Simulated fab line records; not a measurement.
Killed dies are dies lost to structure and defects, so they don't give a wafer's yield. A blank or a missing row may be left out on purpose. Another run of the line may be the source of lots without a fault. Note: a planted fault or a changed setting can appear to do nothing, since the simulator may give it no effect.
Which of the tools did it? / flow rit-cmos / Sampling: 14 lots, 42 wafers, 4 of 202 route steps

== WHAT EACH GAUGE READ, for each wafer ==
RIT_PWELL_TW_MEAS_10. Usual: PWELL_TW gives 948 (standard deviation 4.9).
lot=L789; measured=day 1 22:55; on=film-metro-03; PWELL_TW=945 952 948; flag=
lot=L790; measured=day 2 03:32; on=film-metro-03; PWELL_TW=955 952 949; flag=
lot=L792; measured=day 2 14:59; on=film-metro-03; PWELL_TW=950 949 949; flag=
lot=L794; measured=day 3 00:16; on=film-metro-03; PWELL_TW=944 946 947; flag=
lot=L795; measured=day 3 04:34; on=film-metro-04; PWELL_TW=941 947 945; flag=
lot=L796; measured=day 3 10:37; on=film-metro-03; PWELL_TW=943 950 950; flag=
lot=L798; measured=day 3 20:22; on=film-metro-03; PWELL_TW=954 945 944; flag=
lot=L800; measured=day 4 05:49; on=film-metro-04; PWELL_TW=943 942 943; flag=
lot=L801; measured=day 4 14:29; on=film-metro-02; PWELL_TW=948 946 950; flag=
lot=L804; measured=day 5 02:00; on=film-metro-02; PWELL_TW=950 954 945; flag=
lot=L805; measured=day 5 08:08; on=film-metro-04; PWELL_TW=948 946 946; flag=
lot=L808; measured=day 5 22:31; on=film-metro-02; PWELL_TW=950 945 953; flag=
lot=L809; measured=day 6 02:25; on=film-metro-02; PWELL_TW=959 955 951; flag=
lot=L810; measured=day 6 09:55; on=film-metro-03; PWELL_TW=944 948 946; flag=

RIT_GATE_THK_MEAS_07. Usual: GATE_OXIDE_THK gives 3.02 nm (standard deviation 0.058).
lot=L789; measured=day 2 09:52; on=film-metro-02; GATE_OXIDE_THK (nm)=3.06 2.99 2.97; flag=
lot=L790; measured=day 2 16:04; on=film-metro-02; GATE_OXIDE_THK (nm)=3.00 2.93 2.89; flag=
lot=L792; measured=day 3 02:16; on=film-metro-02; GATE_OXIDE_THK (nm)=3.01 3.01 3.05; flag=
lot=L794; measured=day 3 10:56; on=film-metro-02; GATE_OXIDE_THK (nm)=3.00 3.08 2.99; flag=
lot=L795; measured=day 3 15:23; on=film-metro-01; GATE_OXIDE_THK (nm)=3.03 2.90 3.02; flag=
lot=L796; measured=day 3 21:28; on=film-metro-03; GATE_OXIDE_THK (nm)=3.05 3.01 2.99; flag=
lot=L798; measured=day 4 10:27; on=film-metro-03; GATE_OXIDE_THK (nm)=3.02 2.97 3.01; flag=
lot=L800; measured=day 4 18:56; on=film-metro-01; GATE_OXIDE_THK (nm)=2.97 3.00 2.95; flag=
lot=L801; measured=day 5 01:25; on=film-metro-03; GATE_OXIDE_THK (nm)=3.05 3.06 3.10; flag=
lot=L804; measured=day 5 13:53; on=film-metro-02; GATE_OXIDE_THK (nm)=2.99 3.01 3.02; flag=
lot=L805; measured=day 5 19:02; on=film-metro-03; GATE_OXIDE_THK (nm)=3.01 3.01 3.02; flag=
lot=L808; measured=day 6 09:43; on=film-metro-02; GATE_OXIDE_THK (nm)=3.04 3.03 3.05; flag=
lot=L809; measured=day 6 13:23; on=film-metro-02; GATE_OXIDE_THK (nm)=3.72 3.75 3.68; flag=OFF
lot=L810; measured=day 6 20:51; on=film-metro-01; GATE_OXIDE_THK (nm)=3.90 3.92 3.89; flag=OFF

RIT_GATE_THK_MEAS_09. Usual: GATE_POLY_THK gives 249.8 nm (standard deviation 1.9).
lot=L789; measured=day 2 11:32; on=film-metro-03; GATE_POLY_THK (nm)=251.0 250.6 249.3; flag=
lot=L790; measured=day 2 17:44; on=film-metro-01; GATE_POLY_THK (nm)=250.4 249.5 249.8; flag=
lot=L792; measured=day 3 03:57; on=film-metro-03; GATE_POLY_THK (nm)=250.2 250.7 251.1; flag=
lot=L794; measured=day 3 12:37; on=film-metro-02; GATE_POLY_THK (nm)=251.0 251.8 251.5; flag=
lot=L795; measured=day 3 17:04; on=film-metro-01; GATE_POLY_THK (nm)=249.0 249.1 248.4; flag=
lot=L796; measured=day 3 23:09; on=film-metro-02; GATE_POLY_THK (nm)=251.1 249.4 252.1; flag=
lot=L798; measured=day 4 12:08; on=film-metro-03; GATE_POLY_THK (nm)=251.4 251.5 252.5; flag=
lot=L800; measured=day 4 20:37; on=film-metro-02; GATE_POLY_THK (nm)=250.2 249.9 249.4; flag=
lot=L801; measured=day 5 03:05; on=film-metro-03; GATE_POLY_THK (nm)=252.4 251.5 250.0; flag=
lot=L804; measured=day 5 15:34; on=film-metro-02; GATE_POLY_THK (nm)=254.1 254.2 251.9; flag=
lot=L805; measured=day 5 20:43; on=film-metro-03; GATE_POLY_THK (nm)=250.6 252.6 251.7; flag=
lot=L808; measured=day 6 11:24; on=film-metro-03; GATE_POLY_THK (nm)=249.8 247.0 248.4; flag=
lot=L809; measured=day 6 15:04; on=film-metro-01; GATE_POLY_THK (nm)=251.2 249.5 248.8; flag=
lot=L810; measured=day 6 22:31; on=film-metro-03; GATE_POLY_THK (nm)=248.4 247.3 246.6; flag=

== WHAT TOOL EACH LOT RAN ON (gives the tool, then ch and the chambers of the sampled wafers, and finally the start) ==
lot=L789; RIT_GATE_OXIDATION_05=furnace-03 ch 0, day 2 08:31
lot=L790; RIT_GATE_OXIDATION_05=furnace-03 ch 0, day 2 13:03
lot=L792; RIT_GATE_OXIDATION_05=furnace-03 ch 0, day 3 00:57
lot=L794; RIT_GATE_OXIDATION_05=furnace-03 ch 0, day 3 09:37
lot=L795; RIT_GATE_OXIDATION_05=furnace-03 ch 0, day 3 14:03
lot=L796; RIT_GATE_OXIDATION_05=furnace-04 ch 0, day 3 20:08
lot=L798; RIT_GATE_OXIDATION_05=furnace-02 ch 0, day 4 07:11
lot=L800; RIT_GATE_OXIDATION_05=furnace-02 ch 0, day 4 15:03
lot=L801; RIT_GATE_OXIDATION_05=furnace-02 ch 0, day 5 00:01
lot=L804; RIT_GATE_OXIDATION_05=furnace-03 ch 0, day 5 12:33
lot=L805; RIT_GATE_OXIDATION_05=furnace-04 ch 0, day 5 17:43
lot=L808; RIT_GATE_OXIDATION_05=furnace-03 ch 0, day 6 08:24
lot=L809; RIT_GATE_OXIDATION_05=furnace-03 ch 0, day 6 12:03
lot=L810; RIT_GATE_OXIDATION_05=furnace-03 ch 0, day 6 19:31
- RIT_GATE_OXIDATION_05: target thk 3 nm, ox time 270 s.

== WHAT THE TOOLS THEMSELVES READ (means of the sampled wafers that have a number; where no wafer has one, the mark that the record gives instead) ==
RIT_GATE_OXIDATION_05. Usual: spike-tc-centre-C 902.5 C, standard deviation 1; spike-tc-load-C 926.1 C, standard deviation 1.8; spike-tc-source-C 922.1 C, standard deviation 2.1; tube-center-temp-C 900.01 C, standard deviation 0.08; tube_center_temp_C_max 902.3, standard deviation 0.35.
lot=L789; tool=furnace-03; spike-tc-centre-C (C)=902.6; spike-tc-load-C (C)=926.8; spike-tc-source-C (C)=920.6; tube-center-temp-C (C)=899.95; tube_center_temp_C_max=902.2; flag=
lot=L790; tool=furnace-03; spike-tc-centre-C (C)=901.9; spike-tc-load-C (C)=927.0; spike-tc-source-C (C)=920.8; tube-center-temp-C (C)=900.11; tube_center_temp_C_max=902.5; flag=
lot=L792; tool=furnace-03; spike-tc-centre-C (C)=902.0; spike-tc-load-C (C)=926.7; spike-tc-source-C (C)=921.6; tube-center-temp-C (C)=899.98; tube_center_temp_C_max=902.6; flag=
lot=L794; tool=furnace-03; spike-tc-centre-C (C)=902.2; spike-tc-load-C (C)=927.2; spike-tc-source-C (C)=920.7; tube-center-temp-C (C)=899.95; tube_center_temp_C_max=902.2; flag=
lot=L795; tool=furnace-03; spike-tc-centre-C (C)=900.9; spike-tc-load-C (C)=927.2; spike-tc-source-C (C)=919.3; tube-center-temp-C (C)=900.00; tube_center_temp_C_max=902.1; flag=
lot=L796; tool=furnace-04; spike-tc-centre-C (C)=901.9; spike-tc-load-C (C)=922.5; spike-tc-source-C (C)=925.1; tube-center-temp-C (C)=899.98; tube_center_temp_C_max=902.3; flag=
lot=L798; tool=furnace-02; spike-tc-centre-C (C)=901.8; spike-tc-load-C (C)=926.2; spike-tc-source-C (C)=923.3; tube-center-temp-C (C)=900.06; tube_center_temp_C_max=902.3; flag=
lot=L800; tool=furnace-02; spike-tc-centre-C (C)=901.8; spike-tc-load-C (C)=926.3; spike-tc-source-C (C)=923.5; tube-center-temp-C (C)=900.02; tube_center_temp_C_max=902.5; flag=
lot=L801; tool=furnace-02; spike-tc-centre-C (C)=902.2; spike-tc-load-C (C)=926.9; spike-tc-source-C (C)=923.9; tube-center-temp-C (C)=900.08; tube_center_temp_C_max=902.2; flag=
lot=L804; tool=furnace-03; spike-tc-centre-C (C)=902.3; spike-tc-load-C (C)=927.1; spike-tc-source-C (C)=919.8; tube-center-temp-C (C)=900.01; tube_center_temp_C_max=901.8; flag=
lot=L805; tool=furnace-04; spike-tc-centre-C (C)=901.2; spike-tc-load-C (C)=922.3; spike-tc-source-C (C)=924.8; tube-center-temp-C (C)=899.98; tube_center_temp_C_max=902.1; flag=
lot=L808; tool=furnace-03; spike-tc-centre-C (C)=902.8; spike-tc-load-C (C)=927.6; spike-tc-source-C (C)=920.0; tube-center-temp-C (C)=899.99; tube_center_temp_C_max=902.1; flag=
lot=L809; tool=furnace-03; spike-tc-centre-C (C)=923.2; spike-tc-load-C (C)=947.7; spike-tc-source-C (C)=940.5; tube-center-temp-C (C)=920.04; tube_center_temp_C_max=922.2; flag=OFF
lot=L810; tool=furnace-03; spike-tc-centre-C (C)=923.3; spike-tc-load-C (C)=946.0; spike-tc-source-C (C)=939.8; tube-center-temp-C (C)=919.97; tube_center_temp_C_max=922.0; flag=OFF

== THE ANSWER, worked out from the rows above alone ==
Rule: a lot counts as off when the mean over its wafers that have a number is more than 3 standard deviations away from the usual mean. Also off: a lot with no number at a reading for which 4 or more lots have one. Any other lot the step has rows for is counted as sound. After the gauges, taken in route order, come the tools' own readings; for these a lot's mean is taken, as printed above. The first step at which some lot is off is used, and at that step the reading that is off furthest; a lot without a number counts as furthest.
Off: L809, L810, seen at RIT_GATE_THK_MEAS_07 (GATE_OXIDE_THK).
If a tool, at a process step before that reading, ran all the lots that are off and no sound lot after the first of them, it fits. Not tried: the gauges at RIT_GATE_THK_MEAS_07; whatever is off there is also off at RIT_GATE_OXIDATION_05, on other tools, and gauge error can't account for it. One fits: RIT_GATE_OXIDATION_05 on furnace-03. A fault onset in the window from L808 (day 6 08:24, its last sound lot) to L809 (day 6 12:03, its first lot off) fits.
The tool's own readings at RIT_GATE_OXIDATION_05 bear it out: on the lots that are off they differ by more than 5 times the standard deviation of the sound lots' means. spike-tc-centre-C reads 923.2 C there against 902.0 C on the sound lots; spike-tc-load-C reads 946.9 C there against 926.1 C on the sound lots; spike-tc-source-C reads 940.1 C there against 922.0 C on the sound lots; tube-center-temp-C reads 920.00 C there against 900.01 C on the sound lots; tube_center_temp_C_max reads 922.1 there against 902.2 on the sound lots.

== WHAT HAD BEEN PUT IN BY THE SIMULATOR ==
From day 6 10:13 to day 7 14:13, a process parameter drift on furnace-03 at RIT_GATE_OXIDATION_05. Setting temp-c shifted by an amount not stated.
Lots struck among those shown: L809, L810. The rule above reached the same finding.
